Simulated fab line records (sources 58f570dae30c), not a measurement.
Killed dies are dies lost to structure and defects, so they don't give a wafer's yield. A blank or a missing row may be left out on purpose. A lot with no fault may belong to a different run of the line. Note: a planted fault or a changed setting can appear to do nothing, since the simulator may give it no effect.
fab line records | flow berkeley-cmos170
record lots=5 wafers=23
route steps=331 shown CONTACT@228 M1@242 V1@268 V2@301 M3@310
start-h: hours from the record's opening day to when the first of the lot's shown wafers began | wait-h: hours elapsed since this lot's preceding step | " same as the row above | L1.1+2: a row that stands for several wafers | - no value, or no start was given | * or withheld: withheld | < > ~ a bound
route shown NAME@n: NAME is a module with steps in the file, n the number in the route of the first one | usual: average and standard deviation across the fault-free wafers | same: alike in all rows | chamber/n: place in a boat | sites: per-site readings | _std_site: how widely they spread, as a standard deviation | _edge_site: the outer-site mean with the inner-site mean subtracted | radius-mm: how far each site lies from the wafer's centre | mask NAME#n: copy n | behind: the last tool/chamber to shape the wafer | hold: why the lot went on hold/how many hours it stayed there/how the hold came to an end | device: transistor that didn't switch, given as n, p or np | end of line: tests of these same wafers at the route's end | a step given without rows: its recipe and nothing more | killed: at the first sort, the dies lost to defects and structure; wafer yield is something else | map: per-die view of a wafer (x killed, . not killed, _ where there is no die)
set.NAME: the setting the step ran with; set.NAME@STEP: the setting that earlier step ran with | model.NAME: the simulator's own value behind a step, which no gauge read
lots where settings were altered on purpose, with a table for each step and a row for each wafer
## steps
# step UCB170_CONTACT_EXPOSE_12
# recipe mask-id=CONT target-cd-nm=700 na=0.5 sigma-outer=0.6 source-shape=conventional dose-mj=35
# columns lot.wafer tool chamber start-h wait-h mask set.dose-mj
L074.1+3+4 krf-scanner-02 0 145.23 - CONT#0 35
L077.1+5 krf-scanner-02 0 166.27 - CONT#0 33.86
L077.2+4+6 " 0 " " CONT#0 35
L081.1+5 krf-scanner-01 0 175.31 - CONT#0 35
L081.2+4+6 " 0 " " CONT#0 36.74
L083.1+2 krf-scanner-01 0 199.91 - CONT#0 36.85
L083.4+5+6 " 0 " " CONT#0 35
L085.1+5 krf-scanner-01 0 200.48 - CONT#0 33.01
L085.2+3+4 " 0 " " CONT#0 35
# step UCB170_CONTACT_PEB_13
# recipe peb-temp-c=130 peb-time-s=withheld resist=KrF
# step UCB170_CONTACT_DEVELOP_14
# recipe developer=TMAH develop-time-s=45 resist=KrF dev-temp-c=21
# step UCB170_CONTACT_CD_MEAS_15
# recipe target-cd-nm=700
# usual cd-nm=700.1/1.6
# columns lot.wafer tool chamber start-h wait-h set.dose-mj@CONTACT_EXPOSE_12 cd-nm
L074.1 cd-sem-02 - 145.62 - 35 699.3
L074.3 " - " " 35 699.4
L074.4 " - " " 35 699.0
L077.1 cd-sem-02 - 166.66 - 33.86 694.6
L077.2 " - " " 35 700.4
L077.4 " - " " 35 700.7
L077.5 " - " " 33.86 695.3
L077.6 " - " " 35 700.5
L081.1 cd-sem-02 - 175.70 - 35 700.3
L081.2 " - " " 36.74 708.8
L081.4 " - " " 36.74 710.2
L081.5 " - " " 35 701.6
L081.6 " - " " 36.74 709.4
L083.1 cd-sem-01 - 200.41 - 36.85 711.9
L083.2 " - " " 36.85 710.7
L083.4 " - " " 35 701.9
L083.5 " - " " 35 702.5
L083.6 " - " " 35 703.5
L085.1 cd-sem-01 - 200.94 - 33.01 688.1
L085.2 " - " " 35 697.4
L085.3 " - " " 35 697.6
L085.4 " - " " 35 698.1
L085.5 " - " " 33.01 687.7
# step UCB170_CONTACT_ETCH_17
# recipe chemistry=N2/H2 target-depth-a=withheld overetch-a=withheld target=BARC time-s=withheld source-w=500 bias-w=100 pressure-mtorr=30 n2-flow-sccm=100 h2-flow-sccm=200
# columns lot.wafer tool chamber start-h wait-h set.dose-mj@CONTACT_EXPOSE_12 model.CONTACT.cd-nm
L074.1 rie-diel-03 0 145.78 0.0 35 699.4
L074.3 " 1 " " 35 699.8
L074.4 " 3 " " 35 699.1
L077.1 rie-diel-03 0 166.82 0.0 33.86 695
L077.2 " 2 " " 35 700.1
L077.4 " 3 " " 35 701.3
L077.5 " 0 " " 33.86 695.6
L077.6 " 2 " " 35 700.4
L081.1 rie-diel-01 0 175.86 0.0 35 699.6
L081.2 " 2 " " 36.74 708.1
L081.4+6 " 3 " " 36.74 710
L081.5 " 2 " " 35 701.5
L083.1 rie-diel-04 1 200.57 0.0 36.85 711.6
L083.2 " 2 " " 36.85 711.2
L083.4 " 1 " " 35 701.9
L083.5 " 3 " " 35 702.6
L083.6 " 2 " " 35 703.5
L085.1 rie-diel-01 3 201.10 0.0 33.01 687.9
L085.2 " 1 " " 35 696.8
L085.3 " 0 " " 35 697.5
L085.4 " 2 " " 35 697.6
L085.5 " 0 " " 33.01 687.2
# step UCB170_CONTACT_ETCH_18
# recipe chemistry=CHF3/CF4/Ar target=PSG stop-on=TiSi2 CHF3_flow_sccm=45 cf4-flow-sccm=15 Ar_flow_sccm=150 pressure-mtorr=200 rf-w=700 target-depth-a=8400 over-etch-frac=0.2 time-s=195
# columns lot.wafer tool chamber start-h wait-h set.temp-c@CONTACT_CVD_01 model.etch.depth-nm model.CONTACT.feature-depth-nm
L074.1 rie-diel-03 0 - - 450 696.9 696.9
L074.3 " 1 " " 450 700.9 700.9
L074.4 " 3 " " 450 699.2 699.2
L077.1 rie-diel-03 0 - - 438.3 623.1 623.1
L077.2 " 2 " " 438.3 623.8 623.8
L077.4 " 3 " " 438.3 621.5 621.5
L077.5 " 0 " " 438.3 621.7 621.7
L077.6 " 2 " " 438.3 619.4 619.4
L081.1 rie-diel-01 0 - - 460.1 - 759.1
L081.2 " 2 " " 460.1 760.1 760.1
L081.4 " 3 " " 460.1 - 757.4
L081.5 " 2 " " 460.1 763.6 763.6
L081.6 " 3 " " 460.1 764.8 764.8
L083.1 rie-diel-04 1 - - 455.5 730.3 730.3
L083.2 " 2 " " 455.5 728.8 728.8
L083.4 " 1 " " 455.5 735.2 735.2
L083.5 " 3 " " 455.5 736.3 736.3
L083.6 " 2 " " 455.5 737.3 737.3
L085.1 rie-diel-01 3 - - 440.7 642 642
L085.2 " 1 " " 440.7 641.7 641.7
L085.3 " 0 " " 440.7 642.2 642.2
L085.4+5 " 2,0 " " 440.7 640.1 640.1
# step UCB170_CONTACT_STRIP_19
# recipe chemistry=O2 power-w=400 pressure-mtorr=3500 platen-temp-c=withheld o2-flow-sccm=400 overash-fraction=0.5
# step UCB170_CONTACT_CD_MEAS_90
# recipe target-cd-nm=700
# usual cd-nm=700.4/1.8
# columns lot.wafer tool chamber start-h wait-h set.dose-mj@CONTACT_EXPOSE_12 cd-nm
L074.1 cd-sem-01 - 146.04 0.1 35 699.7
L074.3 " - " " 35 700.4
L074.4 " - " " 35 699.1
L077.1 cd-sem-02 - 167.08 0.1 33.86 695.1
L077.2 " - " " 35 700.7
L077.4 " - " " 35 700.9
L077.5 " - " " 33.86 695.6
L077.6 " - " " 35 700.7
L081.1 cd-sem-02 - 176.13 0.1 35 699.7
L081.2 " - " " 36.74 707.8
L081.4 " - " " 36.74 710.1
L081.5 " - " " 35 701.5
L081.6 " - " " 36.74 710.5
L083.1 cd-sem-02 - 200.83 0.1 36.85 712.2
L083.2 " - " " 36.85 711.6
L083.4 " - " " 35 701.9
L083.5 " - " " 35 702.7
L083.6 " - " " 35 704.0
L085.1 cd-sem-02 - 201.37 0.1 33.01 687.7
L085.2 " - " " 35 696.4
L085.3 " - " " 35 697.5
L085.4 " - " " 35 697.7
L085.5 " - " " 33.01 687.2
# step UCB170_M1_COAT_04
# recipe resist=KrF spin-rpm=1500 resist-thk-nm=900
# columns lot.wafer tool chamber start-h wait-h set.spin-rpm model.KrF_of_M1_COAT_04.thk-nm
L074.1 litho-track-04 0 - - 1500 900.8
L074.3 " 0 " " 1500 898.9
L074.4 " 0 " " 1500 901.5
L077.1 litho-track-01 0 - - 1500 895
L077.2 " 0 " " 1563 877.8
L077.4 " 0 " " 1500 896.8
L077.5 " 0 " " 1563 881
L077.6 " 0 " " 1500 896.6
L081.1 litho-track-01 0 - - 1500 899
L081.2 " 0 " " 1500 898.6
L081.4 " 0 " " 1500 897.9
L081.5 " 0 " " 1500 900.1
L081.6 " 0 " " 1500 900.6
L083.1 litho-track-04 0 - - 1575 875.6
L083.2 " 0 " " 1575 876.8
L083.4 " 0 " " 1500 900.8
L083.5 " 0 " " 1575 878.8
L083.6 " 0 " " 1500 899.4
L085.1 litho-track-04 0 - - 1500 901.4
L085.2 " 0 " " 1393 935.3
L085.3 " 0 " " 1500 902.4
L085.4 " 0 " " 1500 903.8
L085.5 " 0 " " 1393 938.7
# step UCB170_M1_ETCH_11
# recipe chemistry=N2/H2 target-depth-a=withheld overetch-a=withheld target=BARC time-s=withheld source-w=500 bias-w=100 pressure-mtorr=30 n2-flow-sccm=100 h2-flow-sccm=200
# columns lot.wafer tool chamber start-h wait-h set.pressure-mtorr
L074.1+3+4 rie-diel-01 2,0,3 147.78 0.0 30
L077.1+2+4+5+6 rie-diel-04 3,0,1,2,3 168.70 0.0 26.78
L081.1+2+4+5+6 rie-diel-04 3,2,3,1,2 177.85 0.0 25.77
L083.1+2+4+5+6 rie-diel-02 1,0,3,1,2 202.91 0.0 26.83
L085.1+2+3+4+5 rie-diel-04 3,1,2,1,2 203.30 0.0 31.36
# step UCB170_M1_METAL_ETCH_12
# recipe chemistry=Cl2/BCl3 target=Al stop-on=PSG pressure-mtorr=12.22 target-depth-a=7800 over-etch-frac=0.3 time-s=130 icp-w=600 bias-w=120 Cl2_flow_sccm=90 bcl3-flow-sccm=45
# columns lot.wafer tool chamber start-h wait-h set.spin-rpm@M1_COAT_04 model.KrF_of_M1_COAT_04.thk-nm
L074.1 rie-metal-03 0 147.82 - 1500 438.4
L074.3 " 1 " " 1500 445.5
L074.4 " 0 " " 1500 441
L077.1 rie-metal-03 0 168.74 - 1500 434
L077.2 " 1 " " 1563 421.2
L077.4 " 0 " " 1500 432.7
L077.5 " 1 " " 1563 425.3
L077.6 " 0 " " 1500 432.9
L081.1 rie-metal-04 1 177.89 - 1500 431.3
L081.2 " 0 " " 1500 438.9
L081.4 " 0 " " 1500 435.8
L081.5 " 0 " " 1500 440.4
L081.6 " 1 " " 1500 432.7
L083.1 rie-metal-02 0 202.95 - 1575 414.8
L083.2 " 1 " " 1575 409.4
L083.4 " 1 " " 1500 432.2
L083.5 " 0 " " 1575 413
L083.6 " 1 " " 1500 434.8
L085.1 rie-metal-03 1 203.34 - 1500 442
L085.2 " 0 " " 1393 466.7
L085.3 " 1 " " 1500 444.8
L085.4 " 0 " " 1500 436.1
L085.5 " 1 " " 1393 480.3
# step UCB170_V1_ETCH_14
# recipe chemistry=CHF3/CF4/Ar target=SiO2 stop-on=Al CHF3_flow_sccm=45 cf4-flow-sccm=15 Ar_flow_sccm=150 pressure-mtorr=200 rf-w=700 target-depth-a=12500 over-etch-frac=0.25 time-s=291
# columns lot.wafer tool chamber start-h wait-h set.time-s model.KrF_of_V1_COAT_07.thk-nm
L074.1 rie-diel-03 2 154.00 0.0 291 610.5
L074.3 " 1 " " 291 609
L074.4 " 3 " " 291 605.1
L077.1 rie-diel-02 1 176.97 0.0 291 609.5
L077.2 " 3 " " 303 602.4
L077.4 " 2 " " 291 608.9
L077.5 " 1 " " 291 608.8
L077.6 " 0 " " 303 598.8
L081.1 rie-diel-02 0 184.56 0.0 303.3 596.3
L081.2 " 1 " " 291 610.4
L081.4 " 2 " " 291 613.5
L081.5 " 3 " " 291 611.7
L081.6 " 0 " " 303.3 602
L085.1 rie-diel-03 3 210.94 0.0 291 609
L085.2 " 0 " " 330.7 569.4
L085.3 " 2 " " 291 611.2
L085.4 " 1 " " 330.7 571.5
L085.5 " 1 " " 291 606.3
L083.1 rie-diel-04 2 211.22 0.0 291 606.3
L083.2 " 1 " " 334 568.9
L083.4 " 2 " " 334 562.7
L083.5 " 1 " " 291 610.9
L083.6 " 3 " " 334 569.9
# step UCB170_V1_STRIP_15
# recipe chemistry=O2 power-w=400 pressure-mtorr=3500 platen-temp-c=withheld o2-flow-sccm=400 overash-fraction=0.5
# usual strip-time-to-endpoint-s=15.29/0.075
# columns lot.wafer tool chamber start-h wait-h set.time-s@V1_ETCH_14 strip-time-to-endpoint-s
L074.1 plasma-asher-03 1 154.18 0.1 291 15.31
L074.3 " 1 " " 291 15.29
L074.4 " 0 " " 291 15.20
L077.1 plasma-asher-03 1 177.15 0.1 291 15.30
L077.2 " 0 " " 303 15.13
L077.4 " 0 " " 291 15.29
L077.5 " 1 " " 291 15.27
L077.6 " 0 " " 303 15.04
L081.1 plasma-asher-02 1 184.73 0.1 303.3 14.99
L081.2 " 0 " " 291 15.31
L081.4 " 0 " " 291 15.40
L081.5 " 1 " " 291 15.35
L081.6 " 0 " " 303.3 15.13
L085.1 plasma-asher-02 0 211.12 0.1 291 15.27
L085.2 " 1 " " 330.7 14.35
L085.3 " 1 " " 291 15.33
L085.4 " 0 " " 330.7 14.38
L085.5 " 0 " " 291 15.22
L083.1 plasma-asher-02 1 211.39 0.1 291 15.22
L083.2 " 0 " " 334 14.34
L083.4 " 0 " " 334 14.20
L083.5 " 0 " " 291 15.34
L083.6 " 1 " " 334 14.36
# step UCB170_V2_EXPOSE_09
# recipe mask-id=VIA2 target-cd-nm=700 na=0.5 sigma-outer=0.6 source-shape=conventional dose-mj=37
# columns lot.wafer tool chamber start-h wait-h mask set.dose-mj
L074.1+3+4 krf-scanner-01 0 158.94 0.2 VIA2#0 37
L077.1+2+4+5+6 krf-scanner-02 0 182.12 0.2 VIA2#0 37
L081.1+2+4 krf-scanner-02 0 189.14 0.2 VIA2#0 34.66
L081.5+6 " 0 " " VIA2#0 37
L085.1+2+3 krf-scanner-01 0 215.78 0.2 VIA2#0 35.62
L085.4+5 " 0 " " VIA2#0 37
L083.1+4 krf-scanner-02 0 216.34 0.4 VIA2#0 34.32
L083.2+5+6 " 0 " " VIA2#0 37
# step UCB170_V2_PEB_10
# recipe peb-temp-c=130 peb-time-s=withheld resist=KrF
# step UCB170_V2_DEVELOP_11
# recipe developer=TMAH develop-time-s=45 resist=KrF dev-temp-c=21
# step UCB170_V2_CD_MEAS_12
# recipe target-cd-nm=700
# usual cd-nm=699.7/1.1
# columns lot.wafer tool chamber start-h wait-h set.dose-mj@V2_EXPOSE_09 cd-nm
L074.1 cd-sem-02 - 159.33 - 37 700.5
L074.3 " - " " 37 699.3
L074.4 " - " " 37 700.6
L077.1 cd-sem-02 - 182.61 - 37 700.9
L077.2 " - " " 37 700.3
L077.4 " - " " 37 699.6
L077.5 " - " " 37 700.7
L077.6 " - " " 37 700.5
L081.1 cd-sem-01 - 189.53 - 34.66 688.6
L081.2 " - " " 34.66 688.1
L081.4 " - " " 34.66 688.6
L081.5 " - " " 37 699.1
L081.6 " - " " 37 700.2
L085.1 cd-sem-02 - 216.38 - 35.62 694.1
L085.2 " - " " 35.62 692.6
L085.3 " - " " 35.62 693.1
L085.4 " - " " 37 699.0
L085.5 " - " " 37 698.8
L083.1 cd-sem-02 - 216.77 - 34.32 688.3
L083.2 " - " " 37 699.6
L083.4 " - " " 34.32 687.0
L083.5 " - " " 37 699.2
L083.6 " - " " 37 699.2
# step UCB170_V2_ETCH_14
# recipe chemistry=CHF3/CF4/Ar target=SiO2 stop-on=Al CHF3_flow_sccm=45 cf4-flow-sccm=15 Ar_flow_sccm=150 pressure-mtorr=200 rf-w=680.2 target-depth-a=12500 over-etch-frac=0.25 time-s=291
# columns lot.wafer tool chamber start-h wait-h set.dose-mj@V2_EXPOSE_09 model.V2.cd-nm
L074.1 rie-diel-03 1 159.49 0.0 37 701
L074.3 " 3 " " 37 698.8
L074.4 " 2 " " 37 700.2
L077.1 rie-diel-01 3 182.77 0.0 37 700.3
L077.2+4 " 2,0 " " 37 698.8
L077.5 " 2 " " 37 699.6
L077.6 " 3 " " 37 700.1
L081.1 rie-diel-01 0 189.69 0.0 34.66 688.8
L081.2 " 1 " " 34.66 687.8
L081.4 " 3 " " 34.66 688.4
L081.5 " 3 " " 37 699.2
L081.6 " 2 " " 37 699.4
L085.1 rie-diel-04 3 216.54 0.0 35.62 692.8
L085.2 " 1 " " 35.62 691.8
L085.3 " 2 " " 35.62 692.4
L085.4 " 3 " " 37 698.1
L085.5 " 2 " " 37 697.9
L083.1 rie-diel-04 3 216.93 0.0 34.32 687.3
L083.2 " 2 " " 37 699
L083.4 " 1 " " 34.32 686.2
L083.5 " 2 " " 37 699.6
L083.6 " 3 " " 37 697.5
# step UCB170_V2_STRIP_15
# recipe chemistry=O2 power-w=400 pressure-mtorr=3500 platen-temp-c=withheld o2-flow-sccm=400 overash-fraction=0.5
# step UCB170_V2_CD_MEAS_90
# recipe target-cd-nm=700
# usual cd-nm=699.3/1.2
# columns lot.wafer tool chamber start-h wait-h set.dose-mj@V2_EXPOSE_09 cd-nm
L074.1 cd-sem-01 - 159.77 0.1 37 701.1
L074.3 " - " " 37 698.6
L074.4 " - " " 37 700.3
L077.1 cd-sem-02 - 183.04 0.1 37 700.2
L077.2 " - " " 37 699.1
L077.4 " - " " 37 698.6
L077.5 " - " " 37 699.8
L077.6 " - " " 37 700.0
L081.1 cd-sem-01 - 189.97 0.1 34.66 688.7
L081.2 " - " " 34.66 688.1
L081.4 " - " " 34.66 688.4
L081.5 " - " " 37 699.3
L081.6 " - " " 37 699.3
L085.1 cd-sem-01 - 216.82 0.1 35.62 693.1
L085.2 " - " " 35.62 691.8
L085.3 " - " " 35.62 692.2
L085.4 " - " " 37 698.1
L085.5 " - " " 37 697.7
L083.1 cd-sem-01 - 217.21 0.1 34.32 687.3
L083.2 " - " " 37 699.1
L083.4 " - " " 34.32 686.2
L083.5 " - " " 37 699.4
L083.6 " - " " 37 697.7
# step UCB170_M3_SPUTTER_01
# recipe material=Al target-thk-nm=900 time-s=120 power-w=6000 chamber-pressure-pa=0.5
# columns lot.wafer tool chamber start-h wait-h set.power-w model.Al_of_M3_SPUTTER_01.thk-nm
L074.1 pvd-sputter-04 - 159.95 0.0 6000 904.7
L074.3 " - " " 6000 903.8
L074.4 " - " " 6000 902.1
L077.1 pvd-sputter-03 - 183.23 0.0 6000 906.9
L077.2 " - " " 6000 906.5
L077.4 " - " " 6000 902.6
L077.5 " - " " 6000 909.7
L077.6 " - " " 6000 907.1
L081.1 pvd-sputter-01 - 190.16 0.0 6541 979.7
L081.2 " - " " 6000 901.9
L081.4 " - " " 6541 980.6
L081.5 " - " " 6000 897.6
L081.6 " - " " 6000 901.7
L085.1 pvd-sputter-01 - 217.01 0.0 6000 891
L085.2 " - " " 6000 890.2
L085.3 " - " " 6000 895.9
L085.4 " - " " 6000 897.3
L085.5 " - " " 6000 892.9
L083.1 pvd-sputter-03 - 217.39 0.0 6000 898.5
L083.2 " - " " 6000 897.7
L083.4 " - " " 6248 929.4
L083.5 " - " " 6248 936.8
L083.6 " - " " 6000 899.2
# step UCB170_M3_RS_MEAS_02
# recipe thk-meas-gauge=four-point-probe reads=Al_of_M3_SPUTTER_01
# usual M3_AL_RS=0.0320/0.0003
# columns lot.wafer tool chamber start-h wait-h set.power-w@M3_SPUTTER_01 M3_AL_RS[ohm/sq]
L074.1 film-metro-04 - 160.04 0.0 6000 0.0319
L074.3 " - " " 6000 0.0320
L074.4 " - " " 6000 0.0321
L077.1 film-metro-04 - 183.31 0.0 6000 0.0319
L077.2 " - " " 6000 0.0319
L077.4 " - " " 6000 0.0321
L077.5 " - " " 6000 0.0318
L077.6 " - " " 6000 0.0319
L081.1 film-metro-04 - 190.24 0.0 6541 0.0294
L081.2 " - " " 6000 0.0321
L081.4 " - " " 6541 0.0294
L081.5 " - " " 6000 0.0322
L081.6 " - " " 6000 0.0320
L085.1 film-metro-02 - 217.09 0.0 6000 0.0325
L085.2 " - " " 6000 0.0325
L085.3 " - " " 6000 0.0323
L085.4 " - " " 6000 0.0322
L085.5 " - " " 6000 0.0324
L083.1 film-metro-02 - 217.48 0.0 6000 0.0322
L083.2 " - " " 6000 0.0322
L083.4 " - " " 6248 0.0311
L083.5 " - " " 6248 0.0309
L083.6 " - " " 6000 0.0322
# step UCB170_M3_THK_MEAS_03
# recipe thk-meas-gauge=xrf reads=Al_of_M3_SPUTTER_01
# usual M3_AL_THK=912/10
# columns lot.wafer tool chamber start-h wait-h set.power-w@M3_SPUTTER_01 M3_AL_THK[nm]
L074.1 film-metro-04 - 160.16 0.1 6000 918
L074.3 " - " " 6000 905
L074.4 " - " " 6000 912
L077.1 film-metro-04 - 183.43 0.1 6000 921
L077.2 " - " " 6000 922
L077.4 " - " " 6000 915
L077.5 " - " " 6000 921
L077.6 " - " " 6000 909
L081.1 film-metro-04 - 190.36 0.1 6541 994
L081.2 " - " " 6000 915
L081.4 " - " " 6541 1001
L081.5 " - " " 6000 907
L081.6 " - " " 6000 918
L085.1 film-metro-02 - 217.21 0.1 6000 896
L085.2 " - " " 6000 894
L085.3 " - " " 6000 896
L085.4 " - " " 6000 902
L085.5 " - " " 6000 894
L083.1 film-metro-02 - 217.60 0.1 6000 895
L083.2 " - " " 6000 900
L083.4 " - " " 6248 939
L083.5 " - " " 6248 946
L083.6 " - " " 6000 904
## key
split step=UCB170_CONTACT_EXPOSE_12 setting=dose-mj stated=35 by=wafer
response step=UCB170_CONTACT_CD_MEAS_15 reading=cd-nm change=+1.7 per=1% r=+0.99
response step=UCB170_CONTACT_ETCH_17 reading=model.CONTACT.cd-nm change=+1.7 per=1% r=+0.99
response step=UCB170_CONTACT_CD_MEAS_90 reading=cd-nm change=+1.73 per=1% r=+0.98
split step=UCB170_M1_COAT_04 setting=spin-rpm stated=1500 by=wafer
response step=UCB170_M1_COAT_04 reading=model.KrF_of_M1_COAT_04.thk-nm change=-4.61 per=1% r=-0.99
response step=UCB170_M1_METAL_ETCH_12 reading=model.KrF_of_M1_COAT_04.thk-nm change=-4.05 per=1% r=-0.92
split step=UCB170_M1_ETCH_11 setting=pressure-mtorr stated=30 by=lot
response none clear
split step=UCB170_V1_ETCH_14 setting=time-s stated=291 by=wafer
response step=UCB170_V1_ETCH_14 reading=model.KrF_of_V1_COAT_07.thk-nm change=-2.79 per=1% r=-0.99
response step=UCB170_V1_STRIP_15 reading=strip-time-to-endpoint-s change=* per=1% r=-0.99
split step=UCB170_V2_EXPOSE_09 setting=dose-mj stated=37 by=wafer
response step=UCB170_V2_CD_MEAS_12 reading=cd-nm change=+1.66 per=1% r=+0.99
response step=UCB170_V2_ETCH_14 reading=model.V2.cd-nm change=+1.67 per=1% r=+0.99
response step=UCB170_V2_CD_MEAS_90 reading=cd-nm change=+1.66 per=1% r=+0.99
split step=UCB170_M3_SPUTTER_01 setting=power-w stated=6000 by=wafer
response step=UCB170_M3_SPUTTER_01 reading=model.Al_of_M3_SPUTTER_01.thk-nm change=+8.77 per=1% r=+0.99
response step=UCB170_M3_RS_MEAS_02 reading=M3_AL_RS change=-0.000295 per=1% r=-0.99
response step=UCB170_M3_THK_MEAS_03 reading=M3_AL_THK change=+9.46 per=1% r=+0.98
split outside-this-file step=UCB170_CONTACT_CVD_01 setting=temp-c
# split outside-this-file: this setting was split too, and the file shows its column; the key of that split is in another file
